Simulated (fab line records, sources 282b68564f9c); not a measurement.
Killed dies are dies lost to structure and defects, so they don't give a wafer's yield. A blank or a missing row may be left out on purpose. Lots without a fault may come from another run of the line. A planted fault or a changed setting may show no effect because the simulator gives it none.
Which tool did it? | flow rit_cmos | 11 lots, 33 wafers sampled, at 3 steps of a route of 202

WHAT THE GAUGES READ, wafer by wafer
RIT_PSD_TW_MEAS_10. Usual: PSD_TW 3444, standard deviation 34.
lot  | measured    | on            | PSD_TW         | flag
L706 | day 3 06:11 | film_metro-01 | 3412 3415 3421 |
L707 | day 3 09:24 | film_metro-01 | 3404 3387 3393 |
L708 | day 3 13:06 | film_metro-04 | 3456 3463 3454 |
L714 | day 4 18:32 | film_metro-01 | 3416 3418 3415 |
L717 | day 5 10:53 | film_metro-04 | 3477 3446 3490 |
L718 | day 5 14:35 | film_metro-02 | 3432 3455 3452 |
L720 | day 6 00:06 | film_metro-02 | 3444 3446 3437 |
L722 | day 6 10:33 | film_metro-04 | 3454 3459 3460 |
L724 | day 6 19:14 | film_metro-01 | 3383 3398 3400 |
L726 | day 7 05:34 | film_metro-02 | 3471 3458 3458 |
L728 | day 7 15:53 | film_metro-02 | 3432 3436 3440 |

RIT_SILICIDE_THK_MEAS_03: measures by xrf. Usual: SILICIDE_TI_THK 30.0 nm, standard deviation 0.4.
lot  | measured    | on            | SILICIDE_TI_THK (nm) | flag
L706 | day 3 07:26 | film_metro-04 | 29.8 29.5 29.8       |
L707 | day 3 10:39 | film_metro-03 | 30.4 30.4 29.5       |
L708 | day 3 14:21 | film_metro-03 | 30.1 29.6 29.8       |
L714 | day 4 19:47 | film_metro-04 | 29.5 29.6 29.6       |
L717 | day 5 12:08 | film_metro-03 | 30.0 29.6 29.8       |
L718 | day 5 15:52 | film_metro-03 | 30.4 29.8 29.9       |
L720 | day 6 01:24 | film_metro-01 | 29.8 30.6 30.3       |
L722 | day 6 11:51 | film_metro-01 | 30.0 30.0 30.3       |
L724 | day 6 20:33 | film_metro-04 | 30.1 30.2 29.4       |
L726 | day 7 06:51 | film_metro-01 | 29.5 29.8 29.9       |
L728 | day 7 17:11 | film_metro-01 | 30.0 30.2 29.7       |

RIT_CONTACT_OVL_MEAS_09. Usual: CONTACT_OVL 0.9 nm, standard deviation 1.5.
lot  | measured    | on         | CONTACT_OVL (nm) | flag
L706 | day 3 09:05 | overlay-02 | 1.1 -1.7 1.8     |
L707 | day 3 12:08 | overlay-02 | 0.5 -1.1 0.7     |
L708 | day 3 15:49 | overlay-02 | 2.1 -0.2 1.2     |
L714 | day 4 21:13 | overlay-01 | -2.4 1.4 0.2     |
L717 | day 5 13:40 | overlay-01 | 2.2 1.7 -1.0     |
L718 | day 5 17:17 | overlay-01 | 4.2 2.3 3.1      |
L720 | day 6 02:53 | overlay-02 | -0.9 -0.7 1.0    |
L722 | day 6 13:21 | overlay-02 | 1.0 1.7 3.1      |
L724 | day 6 22:22 | overlay-01 | 2.6 3.5 3.0      |
L726 | day 7 08:25 | overlay-02 | 0.7 0.3 1.3      |
L728 | day 7 18:41 | overlay-02 | 2.6 -0.6 -0.7    |

WHICH TOOL RAN EACH LOT (tool, then ch and the chambers of the sampled wafers, then the start)
The record holds no process step before these readings.

WHAT THE TOOLS THEMSELVES READ (means of the sampled wafers that have a number; where no wafer has one, the mark that the record gives instead)
The record holds no such reading with a usual standard deviation.

THE ANSWER, worked out from the rows above alone
Rule: a lot is off if the mean of its wafers that have a number lies more than 3 standard deviations from the usual mean. A lot without any number at a reading at which 4 lots or more have one is off too. The other lots that the step has rows for count as sound. The gauges are gone through in route order, then the tools' own readings, and for those a lot's mean is taken as printed above. The first step at which some lot is off is used, and at that step the reading that is off furthest; a lot without a number counts as furthest.
No lot is off at any reading shown: from this, nothing can be told.

WHAT THE SIMULATOR HAD PUT IN
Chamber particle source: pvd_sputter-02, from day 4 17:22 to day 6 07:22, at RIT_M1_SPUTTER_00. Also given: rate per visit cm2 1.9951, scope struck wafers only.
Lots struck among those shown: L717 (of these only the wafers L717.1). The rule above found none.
